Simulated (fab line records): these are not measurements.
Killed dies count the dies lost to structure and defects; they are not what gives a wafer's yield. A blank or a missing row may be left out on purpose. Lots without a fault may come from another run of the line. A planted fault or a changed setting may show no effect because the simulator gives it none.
A struck lot beside a sound one :: flow berkeley_cmos170 :: 14 steps out of a route of 331
Sound: the wafers L857.2, L857.5, L857.6. Struck: wafers L862.1, L862.2, L862.6. At the end, the cause is stated.
Per side, at each step with rows, come the tool, then ch with its chambers, and then its first start. Under that, the readings that differ: sound wafers :: struck wafers :: difference of the means :: sigmas: that difference in standard deviations of wafers without a fault.
alike: readings with means less than 2 such deviations apart, plus words and numbers identical on both sides. not compared: withheld readings, readings lacking a value on some wafer, bounds such as >300 that could conceal the same value, and numbers that have no deviation in the record and whose values overlap.
The two part at a step that has a row with sigmas, a row that says differs or no value, or rows on one side only. Numbers that don't overlap but have no deviation are shown without sigmas and don't part them. A reading missing from all wafers of one side parts the sides only when that side holds two or more wafers.

UCB170_M3_RS_MEAS_02: the measuring method here is four-point-probe.
  sound on film_metro-03, day 9 23:05; struck on film_metro-03, day 11 18:26
  alike: M3_AL_RS
UCB170_M3_THK_MEAS_03: measures by xrf.
  sound on film_metro-03, day 9 23:12; struck on film_metro-03, day 11 18:34
  alike: M3_AL_THK
then, 3 steps without rows for these wafers: UCB170_M3_HMDS_04 (prime time 60 s); UCB170_M3_COAT_05 (resist thk 900 nm); UCB170_M3_SOFTBAKE_06 (time 60 s).
UCB170_M3_STRIP_07: strips in O2.
  sound on plasma_asher-03 ch 0,1, day 9 23:42; struck on plasma_asher-02 ch 0,1, day 11 19:11
  alike: drypump_motor_current_A, oes_product_au, strip_time_to_endpoint_s
  not compared: rf_hours_counter_h
then, 3 steps without rows for these wafers: UCB170_M3_STRIP_08 (strips KrF in DMSO, time 600 s); UCB170_M3_COAT_09; UCB170_M3_COAT_10 (resist thk 900 nm).
UCB170_M3_SOFTBAKE_11: time 61.1 s.
  sound on litho_track-03 ch 0; struck on litho_track-01 ch 0
  alike: plate_sensor_t_centre_C, plate_sensor_t_edge_C
then, 2 steps without rows for these wafers: UCB170_M3_EXPOSE_12 (exposes mask METAL3, target cd 700 nm); UCB170_M3_PEB_13.
UCB170_M3_DEVELOP_14: develop time 45 s.
  struck on litho_track-01, day 11 21:00; sound on litho_track-04 ch 0, day 10 02:00
  no value came back on the struck wafers for chill_plate_temp_C (C), develop_time_s (s); on the sound wafers chill_plate_temp_C (C) reads 22.87 22.93 22.94
reading: model.KrF_of_M3_COAT_10.thk_nm (nm)
sound: 883.4 888 886.8
struck: 903.7 903.8 902.7
difference: +17.3
sigmas: 
UCB170_M3_CD_MEAS_15: the cd target is 700 nm.
  sound on cd_sem-02, day 10 02:17; struck on cd_sem-02, day 11 21:47
reading: cd_nm (nm)
sound: 700.3 700.4 701.7
struck: - - -
difference: no value on the struck wafers
sigmas: 

WHERE THEY PART
At UCB170_M3_DEVELOP_14 first; at UCB170_M3_CD_MEAS_15 last (within this record only).

WHY: the cause the simulator had injected
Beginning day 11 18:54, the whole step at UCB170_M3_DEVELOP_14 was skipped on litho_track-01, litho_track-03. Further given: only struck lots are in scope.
